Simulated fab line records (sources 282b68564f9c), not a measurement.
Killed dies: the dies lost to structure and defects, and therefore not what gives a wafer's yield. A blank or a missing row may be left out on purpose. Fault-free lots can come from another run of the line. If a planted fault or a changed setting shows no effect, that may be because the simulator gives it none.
fab line records    flow ritCmos
record: lots: 6  wafers: 18  lastDay: 6
route steps=202 shown CONTACT@176 M1@184
lots with no fault: from the same line, run without faults
startH: the number of hours between the record's first day and the start of the first shown wafer of the lot    waitH: hours from the lot's prior step to this one    " same as the row above    L1.1+2: several wafers, shown together as one row    - value missing, or start not given    * or withheld: withheld    < > ~ a bound
route shown NAME@n: a module of which the file shows steps, and the number in the route of the first    usual: average and standard deviation across the fault-free wafers    same: alike in all rows    chamber/n: place in a boat    sites: the reading at each site    _std_site: standard deviation across them    _edge_site: the outer-site mean with the inner-site mean subtracted    radiusMm: for every site, how far away it sits from the centre of the wafer    mask NAME#n: copy n    behind: tool/chamber where the wafer was last shaped    hold: cause of the lot's hold/its duration in hours/its outcome    device: whichever transistor did not switch (one of n, p or np)    end of line: at the end of the route, the tests of the same wafers    a step given without rows: its recipe and nothing more    killed: not the wafer's yield, but the dies lost to structure and defects at the first sort    map: a wafer's dies, marking killed ones x, the rest . and places with no die _
set.NAME: the setting as run; set.NAME@STEP: as run at that earlier step    model.NAME: the simulator's own value behind a step, which no gauge read
lots at some steps of the route; a table a step, a row a wafer
services: the hour from which a tool's chamber was out of use, counted from the record's first day as startH (under 0 if before that day), plus the number of hours and why
== steps ==
step: RIT_CONTACT_CD_MEAS_08
recipe: targetCdNm: 1000
usual: cdNm: 999.9/2.2
lot.wafer  tool      chamber  startH  waitH  cdNm
L394.1     cdSem-02  -        52.62   -      1000.3
L394.5     "         -        "       "      999.4
L394.6     "         -        "       "      998.5
L395.3     cdSem-01  -        57.69   -      1002.3
L395.4     "         -        "       "      1003.6
L395.6     "         -        "       "      1000.7
L400.2     cdSem-02  -        82.19   -      1002.5
L400.5     "         -        "       "      1003.8
L400.6     "         -        "       "      1003.2
L408.3     cdSem-01  -        128.59  -      1000.5
L408.5     "         -        "       "      999.2
L408.6     "         -        "       "      1002.0
L409.1     cdSem-01  -        131.09  -      1002.6
L409.4     "         -        "       "      1002.4
L409.5     "         -        "       "      1000.3
L411.3     cdSem-01  -        138.64  -      1000.3
L411.4     "         -        "       "      1000.3
L411.5     "         -        "       "      1002.5
step: RIT_CONTACT_OVL_MEAS_09
usual: CONTACT_OVL: 0.6/1.4
lot.wafer  tool        chamber  startH  waitH  CONTACT_OVL[nm]
L394.1     overlay-02  -        52.74   0.1    0.1
L394.5     "           -        "       "      1.8
L394.6     "           -        "       "      1.1
L395.3     overlay-02  -        57.78   0.1    0.2
L395.4     "           -        "       "      1.6
L395.6     "           -        "       "      0.9
L400.2     overlay-01  -        82.29   0.1    -0.7
L400.5     "           -        "       "      -1.0
L400.6     "           -        "       "      0.4
L408.3     overlay-01  -        128.68  0.1    0.4
L408.5     "           -        "       "      0.4
L408.6     "           -        "       "      0.2
L409.1     overlay-02  -        131.21  0.1    -1.9
L409.4     "           -        "       "      -2.3
L409.5     "           -        "       "      -0.9
L411.3     overlay-02  -        138.73  0.1    -2.2
L411.4     "           -        "       "      -2.9
L411.5     "           -        "       "      -3.4
step: RIT_CONTACT_HARDBAKE_10
recipe: resist: NOVOLAK  tempC: 140  timeS: 60
step: RIT_CONTACT_ETCH_11
recipe: targetDepthA: 4800  overEtchFrac: 0.2194  stopOn: TiSi2  chemistry: CHF3/CF4/Ar  target: SiO2  CHF3_flow_sccm: 50  cf4FlowSccm: 10  Ar_flow_sccm: 100  O2_flow_sccm: 5  pressureMtorr: 100  rfW: 200  timeS: 320
usual: CHF3_flow_sccm: 50.00/0.16  drypumpMotorCurrentA: 5.8/0.54  oesProductAu: 0.989/0.012  throttleValvePct: 8.88/0.12
lot.wafer  tool        chamber  startH  waitH  CHF3_flow_sccm  drypumpMotorCurrentA  oesProductAu  rfHoursCounterH  throttleValvePct
L394.1     rieDiel-04  0        52.92   0.1    49.87           5.3                   0.999         52               8.82
L394.5     "           0        "       "      50.06           5.3                   0.998         -                8.81
L394.6     "           3        "       "      49.96           5.3                   0.985         -                9.01
L395.3     rieDiel-04  2        57.96   0.1    50.33           6.3                   0.971         140              8.87
L395.4     "           3        "       "      50.04           5.3                   0.987         -                9.03
L395.6     "           0        "       "      50.21           5.3                   0.999         -                8.81
L400.2     rieDiel-01  1        82.52   0.1    49.62           5.8                   1.010         154              8.70
L400.5     "           3        "       "      49.92           6.2                   0.981         -                8.78
L400.6     "           0        "       "      49.92           4.8                   0.999         -                8.68
L408.3     rieDiel-04  1        128.85  0.1    50.04           5.7                   0.991         2                8.89
L408.5     "           3        "       "      49.84           5.3                   0.982         -                9.03
L408.6     "           0        "       "      50.15           5.4                   0.994         -                8.79
L409.1     rieDiel-03  2        131.40  0.1    50.19           6.6                   0.976         117              9.09
L409.4     "           0        "       "      50.00           5.4                   1.003         57               9.01
L409.5     "           1        "       "      50.05           6.4                   0.989         -                8.77
L411.3     rieDiel-03  2        138.91  0.1    50.00           6.6                   0.976         117              9.08
L411.4     "           1        "       "      49.86           6.4                   0.993         86               8.78
L411.5     "           3        "       "      49.98           6.1                   0.977         -                8.80
step: RIT_CONTACT_STRIP_12
recipe: chemistry: O2  timeS: 180  resist: NOVOLAK  platenTempC: withheld  powerW: 500  pressureMtorr: 4000  o2FlowSccm: 4000
usual: drypumpMotorCurrentA: 5.6/0.57
lot.wafer  tool            chamber  startH  waitH  drypumpMotorCurrentA  rfHoursCounterH
L394.1     plasmaAsher-04  1        53.12   0.1    6.2                   41
L394.5     "               1        "       "      6.3                   -
L394.6     "               0        "       "      5.0                   -
L395.3     plasmaAsher-02  0        58.21   0.2    5.7                   -
L395.4     "               1        "       "      4.7                   -
L395.6     "               0        "       "      5.7                   -
L400.2     plasmaAsher-03  0        82.72   0.1    5.9                   45
L400.5     "               0        "       "      5.9                   -
L400.6     "               1        "       "      6.1                   -
L408.3     plasmaAsher-02  0        129.10  0.2    5.7                   -
L408.5     "               1        "       "      4.7                   -
L408.6     "               0        "       "      5.7                   -
L409.1     plasmaAsher-02  1        131.59  0.1    4.7                   36
L409.4     "               1        "       "      4.7                   -
L409.5     "               0        "       "      5.7                   -
L411.3     plasmaAsher-04  0        139.16  0.2    5.0                   -
L411.4     "               1        "       "      6.3                   -
L411.5     "               1        "       "      6.2                   -
step: RIT_CONTACT_CD_MEAS_90
recipe: targetCdNm: 1000
usual: cdNm: 1000.0/2.3
lot.wafer  tool      chamber  startH  waitH  cdNm
L394.1     cdSem-01  -        53.29   0.1    1000.5
L394.5     "         -        "       "      1000.1
L394.6     "         -        "       "      998.6
L395.3     cdSem-01  -        58.37   0.1    1002.6
L395.4     "         -        "       "      1003.5
L395.6     "         -        "       "      1001.1
L400.2     cdSem-02  -        82.91   0.1    1002.9
L400.5     "         -        "       "      1004.1
L400.6     "         -        "       "      1003.2
L408.3     cdSem-02  -        129.26  0.1    1000.2
L408.5     "         -        "       "      999.2
L408.6     "         -        "       "      1001.6
L409.1     cdSem-02  -        131.77  0.1    1003.3
L409.4     "         -        "       "      1002.2
L409.5     "         -        "       "      1000.5
L411.3     cdSem-02  -        139.32  0.1    1000.5
L411.4     "         -        "       "      1000.3
L411.5     "         -        "       "      1002.4
step: RIT_CONTACT_CLEAN_13
recipe: chemistry: SC1  mix: 3:3:50  timeS: 600  tempC: 75
step: RIT_CONTACT_CLEAN_14
recipe: chemistry: SC2  mix: 3:3:50  timeS: 600  tempC: 75  dry: n2Spin
step: RIT_M1_SPUTTER_00
recipe: material: Al  targetThkNm: 400  powerW: 2000  chamberPressurePa: 0.4  gas: Ar  timeS: 500  substrateTempC: 25
usual: cathodeDcPowerW: 2000.0/0.37  throttleValvePct: 30.1/0.65
lot.wafer  tool           chamber  startH  waitH  cathodeDcPowerW  throttleValvePct
L394.1     pvdSputter-04  -        53.78   0.0    2000.0           30.5
L394.5     "              -        "       "      2000.0           30.0
L394.6     "              -        "       "      1999.7           30.9
L395.3     pvdSputter-02  -        58.88   0.0    2000.1           30.0
L395.4     "              -        "       "      2000.2           30.0
L395.6     "              -        "       "      2000.3           29.8
L400.2     pvdSputter-04  -        83.38   0.0    2000.4           30.1
L400.5     "              -        "       "      1999.9           30.1
L400.6     "              -        "       "      2000.2           31.1
L408.3     pvdSputter-01  -        129.71  0.0    2000.1           29.7
L408.5     "              -        "       "      2000.3           27.5
L408.6     "              -        "       "      2000.6           29.9
L409.1     pvdSputter-02  -        132.25  0.0    2000.0           30.5
L409.4     "              -        "       "      2000.4           30.0
L409.5     "              -        "       "      2000.2           30.1
L411.3     pvdSputter-02  -        139.76  0.0    1999.4           30.0
L411.4     "              -        "       "      1999.7           30.2
L411.5     "              -        "       "      1999.8           30.1
step: RIT_M1_RS_MEAS_01
recipe: thkMeasGauge: four-point-probe  reads: Al_of_M1_SPUTTER_00
usual: M1_AL_RS: 0.0733/0.00061
lot.wafer  tool          chamber  startH  waitH  M1_AL_RS[ohm/sq]
L394.1     filmMetro-04  -        54.07   0.1    0.0730
L394.5     "             -        "       "      0.0736
L394.6     "             -        "       "      0.0736
L395.3     filmMetro-02  -        59.22   0.2    0.0729
L395.4     "             -        "       "      0.0724
L395.6     "             -        "       "      0.0722
L400.2     filmMetro-04  -        83.69   0.2    0.0737
L400.5     "             -        "       "      0.0735
L400.6     "             -        "       "      0.0736
L408.3     filmMetro-04  -        130.04  0.2    0.0741
L408.5     "             -        "       "      0.0739
L408.6     "             -        "       "      0.0735
L409.1     filmMetro-03  -        132.55  0.1    0.0736
L409.4     "             -        "       "      0.0727
L409.5     "             -        "       "      0.0732
L411.3     filmMetro-03  -        140.10  0.2    0.0724
L411.4     "             -        "       "      0.0725
L411.5     "             -        "       "      0.0726
step: RIT_M1_THK_MEAS_02
recipe: thkMeasGauge: xrf  reads: Al_of_M1_SPUTTER_00
usual: M1_AL_THK: 397/4
lot.wafer  tool          chamber  startH  waitH  M1_AL_THK[nm]
L394.1     filmMetro-04  -        54.19   0.1    397
L394.5     "             -        "       "      394
L394.6     "             -        "       "      395
L395.3     filmMetro-02  -        59.32   0.1    400
L395.4     "             -        "       "      405
L395.6     "             -        "       "      401
L400.2     filmMetro-04  -        83.80   0.1    395
L400.5     "             -        "       "      395
L400.6     "             -        "       "      396
L408.3     filmMetro-04  -        130.14  0.1    395
L408.5     "             -        "       "      397
L408.6     "             -        "       "      399
L409.1     filmMetro-03  -        132.67  0.1    394
L409.4     "             -        "       "      397
L409.5     "             -        "       "      395
L411.3     filmMetro-03  -        140.20  0.1    398
L411.4     "             -        "       "      395
L411.5     "             -        "       "      398
step: RIT_M1_HMDS_03
recipe: primeTimeS: 60  primeTempC: 140
step: RIT_M1_COAT_04
recipe: resist: NOVOLAK  spinRpm: 2000  resistThkNm: 1300
usual: resistLineTempC: 23.02/0.1
lot.wafer  tool           chamber  startH  waitH  resistLineTempC  model.NOVOLAK_of_M1_COAT_04.thkNm
L394.1     lithoTrack-02  0        54.40   0.1    23.06            1299
L394.5     "              0        "       "      23.09            1300
L394.6     "              0        "       "      23.00            1296
L395.3     lithoTrack-04  0        59.56   0.1    23.11            1305
L395.4     "              0        "       "      23.04            1301
L395.6     "              0        "       "      23.00            1307
L400.2     lithoTrack-01  0        84.03   0.1    23.26            1300
L400.5     "              0        "       "      23.07            1301
L400.6     "              0        "       "      23.10            1301
L408.3     lithoTrack-01  0        130.52  0.1    23.11            1391
L408.5     "              0        "       "      23.13            1391
L408.6     "              0        "       "      23.10            1395
L409.1     lithoTrack-01  0        132.88  0.1    22.99            1393
L409.4     "              0        "       "      23.11            1388
L409.5     "              0        "       "      22.93            1393
L411.3     lithoTrack-02  0        140.44  0.1    23.11            1310
L411.4     "              0        "       "      23.03            1307
L411.5     "              0        "       "      23.10            1301
step: RIT_M1_SOFTBAKE_05
recipe: resist: NOVOLAK  tempC: 90  timeS: 60
step: RIT_M1_EXPOSE_06
recipe: maskId: M12  na: 0.6  sourceShape: conventional  sigmaOuter: 0.5  targetCdNm: 2600  doseMj: 250
step: RIT_M1_PEB_07
recipe: resist: NOVOLAK  tempC: withheld  timeS: withheld
step: RIT_M1_DEVELOP_08
recipe: resist: NOVOLAK  developTimeS: 68.94  devTempC: 23
step: RIT_M1_CD_MEAS_09
recipe: targetCdNm: 2600
usual: cdNm: 2600.4/2.4
lot.wafer  tool      chamber  startH  waitH  cdNm
L394.1     cdSem-02  -        55.26   -      2601.8
L394.5     "         -        "       "      2600.3
L394.6     "         -        "       "      2602.9
L395.3     cdSem-02  -        60.40   -      2603.4
L395.4     "         -        "       "      2601.1
L395.6     "         -        "       "      2601.0
L400.2     cdSem-01  -        84.88   -      2599.5
L400.5     "         -        "       "      2599.7
L400.6     "         -        "       "      2598.7
L408.3     cdSem-02  -        131.24  -      2607.7
L408.5     "         -        "       "      2607.0
L408.6     "         -        "       "      2610.1
L409.1     cdSem-01  -        133.61  -      2609.5
L409.4     "         -        "       "      2609.8
L409.5     "         -        "       "      2607.1
L411.3     cdSem-01  -        141.28  -      2601.2
L411.4     "         -        "       "      2601.9
L411.5     "         -        "       "      2604.1
step: RIT_M1_OVL_MEAS_10
usual: M1_OVL: 0.1/1.6
lot.wafer  tool        chamber  startH  waitH  M1_OVL[nm]
L394.1     overlay-02  -        55.38   0.1    1.3
L394.5     "           -        "       "      -1.7
L394.6     "           -        "       "      0.5
L395.3     overlay-01  -        60.50   0.1    2.8
L395.4     "           -        "       "      1.3
L395.6     "           -        "       "      2.6
L400.2     overlay-02  -        84.98   0.1    0.0
L400.5     "           -        "       "      -2.9
L400.6     "           -        "       "      -1.1
L408.3     overlay-01  -        131.33  0.1    2.4
L408.5     "           -        "       "      2.2
L408.6     "           -        "       "      2.2
L409.1     overlay-01  -        133.73  0.1    0.5
L409.4     "           -        "       "      0.6
L409.5     "           -        "       "      1.1
L411.3     overlay-02  -        141.38  0.1    -2.4
L411.4     "           -        "       "      -2.6
L411.5     "           -        "       "      -2.6
step: RIT_M1_HARDBAKE_11
recipe: resist: NOVOLAK  tempC: 140  timeS: 120
step: RIT_M1_METAL_ETCH_12
recipe: stopOn: SiO2  chemistry: Cl2/BCl3  target: Al  timeS: 165  overEtchFrac: 0.5  pressureMtorr: 100  targetDepthA: 6000  rfW: 250  Cl2_flow_sccm: 60  bcl3FlowSccm: 50
usual: drypumpMotorCurrentA: 5.86/0.29  oesProductAu: 0.786/0.013  throttleValvePct: 8.25/0.13
lot.wafer  tool         chamber  startH  waitH  drypumpMotorCurrentA  oesProductAu  rfHoursCounterH  throttleValvePct  model.NOVOLAK_of_M1_COAT_04.thkNm
L394.1     rieMetal-01  0        55.66   0.2    5.96                  0.803         2                8.13              806.7
L394.5     "            0        "       "      5.96                  0.797         -                8.13              808.3
L394.6     "            1        "       "      5.59                  0.781         -                8.19              806.5
L395.3     rieMetal-02  1        60.88   0.2    6.12                  0.772         -                8.35              813.1
L395.4     "            1        "       "      6.08                  0.790         -                8.34              812.5
L395.6     "            1        "       "      6.09                  0.777         -                8.35              816.5
L400.2     rieMetal-01  1        85.26   0.2    5.60                  0.778         3                8.18              810.2
L400.5     "            1        "       "      5.60                  0.790         -                8.19              810.8
L400.6     "            0        "       "      5.94                  0.799         -                8.12              808.6
L408.3     rieMetal-04  0        131.66  0.2    5.87                  0.762         -                8.39              891.2
L408.5     "            1        "       "      6.19                  0.778         -                8.40              883.1
L408.6     "            0        "       "      5.88                  0.755         -                8.38              895.7
L409.1     rieMetal-01  1        134.01  0.2    5.60                  0.791         3                8.19              892.1
L409.4     "            1        "       "      5.60                  0.786         -                8.19              887.2
L409.5     "            0        "       "      5.94                  0.798         -                8.14              885.7
L411.3     rieMetal-01  1        141.92  0.2    5.57                  0.793         -                8.19              820.4
L411.4     "            0        "       "      5.96                  0.808         -                8.12              812.9
L411.5     "            1        "       "      5.58                  0.791         -                8.20              814.6
step: RIT_M1_STRIP_13
recipe: chemistry: nmp  resist: NOVOLAK  tempC: 80  timeS: 600  dry: n2Spin
step: RIT_M1_PROBE_99
usual: defectLimitedYield: 97.4/1.2  killedAtContacts: 0.1/0.24  killedAtFrontEnd: 7/3.1  killedDies: 7/3.1  killedOpen: 3.6/2.1  killedShort: 3.2/2  sort_bin_3_pad_short: 0.1/0.2  sort_bin_5_function: 1.4/0.8  sort_bin_6_memory: 1.0/0.72  sortNPass: 257/3.1  sortYieldPct: 97.4/1.2
same: grossDies: 264  killed_at_M0_to_M3: 0  killed_at_M4_up: 0  killedAtBackSide: 0  killedAtOther: 0
lot.wafer  tool       chamber  startH  waitH  defectLimitedYield[%]  killedAtContacts  killedAtFrontEnd  killedDies  killedOpen  killedShort  sort_bin_3_pad_short[%]  sort_bin_5_function[%]  sort_bin_6_memory[%]  sortNPass  sortYieldPct[%]
L394.1     prober-02  -        57.93   0.1    98.5                   0                 4                 4           2           2            0                        0.8                     0.8                   260        98.5
L394.5     prober-02  -        58.13   0.2    98.1                   0                 5                 5           4           1            0                        0                       1.9                   259        98.1
L394.6     prober-02  -        58.18   0.2    97.0                   0                 8                 8           3           5            0                        1.9                     1.1                   256        97.0
L395.3     prober-01  -        64.10   0.2    95.5                   0                 12                12          7           5            0                        2.3                     2.3                   252        95.5
L395.4     prober-01  -        64.15   0.2    98.1                   0                 5                 5           2           3            0.4                      0.8                     0.8                   259        98.1
L395.6     prober-01  -        64.25   0.2    93.2                   0                 18                18          9           9            0                        3.0                     3.8                   246        93.2
L400.2     prober-02  -        87.56   0.1    97.7                   0                 6                 6           2           4            0.4                      1.1                     0.8                   258        97.7
L400.5     prober-02  -        87.71   0.2    97.3                   0                 7                 7           2           5            0.4                      1.5                     0.8                   257        97.3
L400.6     prober-02  -        87.76   0.2    96.6                   0                 9                 9           5           4            0                        1.9                     1.5                   255        96.6
L408.3     prober-02  -        133.97  0.2    93.9                   0                 16                16          6           10           0                        4.2                     1.9                   248        93.9
L408.5     prober-02  -        134.07  0.2    98.9                   0                 3                 3           0           3            0                        1.1                     0                     261        98.9
L408.6     prober-02  -        134.12  0.2    97.3                   0                 7                 7           4           3            0                        1.9                     0.8                   257        97.3
L409.1     prober-01  -        136.28  0.1    98.9                   0                 3                 3           2           1            0                        1.1                     0                     261        98.9
L409.4     prober-01  -        136.43  0.2    97.7                   1                 5                 6           1           5            0                        1.5                     0.8                   258        97.7
L409.5     prober-01  -        136.48  0.2    98.5                   0                 4                 4           4           0            0                        0.8                     0.8                   260        98.5
L411.3     prober-01  -        144.39  0.2    97.0                   0                 8                 8           4           4            0                        1.5                     1.5                   256        97.0
L411.4     prober-01  -        144.44  0.2    96.6                   0                 9                 9           4           5            0                        2.7                     0.8                   255        96.6
L411.5     prober-01  -        144.49  0.2    98.9                   0                 3                 3           2           1            0                        0.8                     0.4                   261        98.9
killed by level:class
L394.1 REOX:geometricParticle:short=1 SPACER:geometricParticle:open=1 SPACER:geometricParticle:short=1 SILICIDE:geometricParticle:open=1
L394.5 FOX1:geometricParticle:open=1 FOX2:geometricParticle:open=1 GATE:geometricParticle:short=1 GATE:geometricParticle:open=1 SILICIDE:geometricParticle:open=1
L394.6 FOX1:geometricParticle:short=2 GATE:geometricParticle:open=2 GATE:geometricParticle:short=1 REOX:geometricParticle:open=1 REOX:geometricParticle:short=1 SPACER:geometricParticle:short=1
L395.3 GATE:geometricParticle:short=5 FOX1:geometricParticle:open=3 GATE:geometricParticle:open=2 SPACER:geometricParticle:open=2
L395.4 FOX1:geometricParticle:short=1 FOX1:geometricParticle:open=1 GATE:geometricParticle:open=1 GATE:geometricParticle:short=1 REOX:geometricParticle:short=1
L395.6 GATE:geometricParticle:short=6 FOX1:geometricParticle:open=3 GATE:geometricParticle:open=2 SPACER:geometricParticle:short=2 SPACER:geometricParticle:open=2 FOX2:geometricParticle:short=1 REOX:geometricParticle:open=1 SILICIDE:geometricParticle:open=1
L400.2 GATE:geometricParticle:short=3 FOX1:geometricParticle:open=1 SPACER:geometricParticle:short=1 SILICIDE:geometricParticle:open=1
L400.5 REOX:geometricParticle:short=2 FOX1:geometricParticle:open=1 FOX1:geometricParticle:short=1 GATE:geometricParticle:short=1 REOX:geometricParticle:open=1 SPACER:geometricParticle:short=1
L400.6 SILICIDE:geometricParticle:short=3 GATE:geometricParticle:open=2 REOX:geometricParticle:open=2 GATE:geometricParticle:short=1 SILICIDE:geometricParticle:open=1
L408.3 SILICIDE:geometricParticle:short=4 GATE:geometricParticle:short=3 GATE:geometricParticle:open=2 REOX:geometricParticle:short=2 SPACER:geometricParticle:open=2 FOX2:geometricParticle:short=1 REOX:geometricParticle:open=1 SILICIDE:geometricParticle:open=1
L408.5 REOX:geometricParticle:short=2 SILICIDE:geometricParticle:short=1
L408.6 GATE:geometricParticle:open=3 FOX1:geometricParticle:short=1 FOX1:geometricParticle:open=1 REOX:geometricParticle:short=1 SPACER:geometricParticle:short=1
L409.1 GATE:geometricParticle:short=1 GATE:geometricParticle:open=1 REOX:geometricParticle:open=1
L409.4 REOX:geometricParticle:short=3 GATE:geometricParticle:short=1 SPACER:geometricParticle:open=1 CONTACT:geometricParticle:short=1
L409.5 FOX1:geometricParticle:open=2 GATE:geometricParticle:open=1 REOX:geometricParticle:open=1
L411.3 GATE:geometricParticle:short=2 FOX2:geometricParticle:open=1 GATE:geometricParticle:open=1 REOX:geometricParticle:open=1 REOX:geometricParticle:short=1 SPACER:geometricParticle:open=1 SILICIDE:geometricParticle:short=1
L411.4 SPACER:geometricParticle:short=3 SPACER:geometricParticle:open=2 FOX1:geometricParticle:open=1 FOX2:geometricParticle:short=1 FOX2:geometricParticle:open=1 GATE:geometricParticle:short=1
L411.5 FOX1:geometricParticle:short=1 GATE:geometricParticle:open=1 SPACER:geometricParticle:open=1
== services ==
tool            chamber  startH  hours  kind
rieDiel-04      3        29.67   4.2    repair
pvdSputter-04   -        35.81   5.5    repair
rieMetal-04     -        37.28   2.2    repair
rieDiel-04      1        37.36   -      clean
rieDiel-04      1        37.36   24.8   scheduledDown
rieDiel-04      1        37.36   24.8   ventCycle
plasmaAsher-03  -        45.88   4.0    pm
pvdSputter-04   -        46.02   2.9    repair
rieDiel-03      1        50.38   4.1    repair
rieDiel-01      1        50.65   7.4    repair
pvdSputter-02   -        60.27   3.0    repair
rieMetal-01     1        108.50  3.6    repair
plasmaAsher-03  -        108.71  1.9    repair
rieDiel-01      0        109.31  18.7   repair
rieMetal-04     1        111.21  1.0    repair
rieDiel-03      3        113.34  2.7    repair
rieMetal-04     -        116.70  0.2    repair
rieDiel-04      3        121.15  6.7    repair
rieDiel-01      1        127.97  -      clean
rieDiel-01      1        127.97  17.4   scheduledDown
plasmaAsher-03  -        130.36  2.8    pm
rieMetal-04     -        136.12  20.0   pm
rieDiel-01      0        140.41  2.9    repair
rieDiel-03      3        140.74  14.5   repair
== key ==
firstSign: step: RIT_M1_CD_MEAS_09  reading: cdNm  direction: up  sigmas: 3.4  usual: 2600.4  struck: 2608.5  through: controlLoop
effect none on later readings
modelEffect: step: RIT_M1_COAT_04  value: NOVOLAK_of_M1_COAT_04.thkNm  without: 1296  struck: 1392
modelEffect: step: RIT_M1_METAL_ETCH_12  value: NOVOLAK_of_M1_COAT_04.thkNm  without: 806.7  struck: 889.2
metAt RIT_M1_COAT_04
struckWafers L408.3,L408.5,L408.6,L409.1,L409.4,L409.5
loopTrim: step: RIT_M1_EXPOSE_06  setting: dose  lots: L409
onsetBetween 84.03 130.52
alsoFits RIT_CONTACT_STRIP_12:plasmaAsher-02
fault: kind: processParameterDrift  tool: lithoTrack-01  chamber: -  onsetH: 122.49  steps: RIT_M1_COAT_04  channel: resistThkNm  offset: 96.118  shape: step  endH: 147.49  actsIn: theseRecipesOnly  stated: 1300
loopTrim: a control loop set the setting to another value than it would have without faults
